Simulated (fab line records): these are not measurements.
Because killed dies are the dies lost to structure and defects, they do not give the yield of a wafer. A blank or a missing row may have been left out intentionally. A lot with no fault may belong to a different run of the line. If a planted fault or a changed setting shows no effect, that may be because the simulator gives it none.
Chamber matching -- flow berkeleyCmos170 -- 3 sister chambers for UCB170_NWELL_WET_ETCH_19 on wetBench-04
The step etches SiO2 in BOE, time 22 s. 3 wafers are shown with their chamber, then 7 later ones without.

WAFERS, EACH WITH ITS CHAMBER
wafer,chamber,runLengthS (s)
L569.6,2,53.6
L570.3,3,53.8
L583.3,1,48.4

WAFERS WHOSE CHAMBER IS MISSING
wafer,runLengthS (s)
L583.5,48.4
L584.4,53.3
L584.5,53.3
L584.6,53.3
L585.3,54.9
L585.4,54.9
L585.5,54.9

EACH ONE'S CHAMBER
wafer,from the rows above,in truth
L583.5,1,1
L584.4,can't be placed: 2 or 3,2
L584.5,can't be placed: 2 or 3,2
L584.6,can't be placed: 2 or 3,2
L585.3,can't be placed: 3 or 2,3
L585.4,can't be placed: 3 or 2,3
L585.5,can't be placed: 3 or 2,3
Placed correctly: 1 of 7. Cannot be placed on the basis of these rows: 6; the candidates contain the true chamber in 6. Wrongly placed: 0.
How it was worked out, from the rows above alone: a wafer's distance from a chamber is the root of the sum, over the readings, of the square of ((its reading less the chamber's mean) divided by the reading's scatter). The wafer belongs to the nearest chamber; if the next one is less than 2 further off, it can't be placed. The mean given for a chamber averages the wafers shown for that chamber. The scatter (one wafer shown for each chamber): square how far every hidden wafer sits from the nearest shown wafer, average those squares and take the square root.
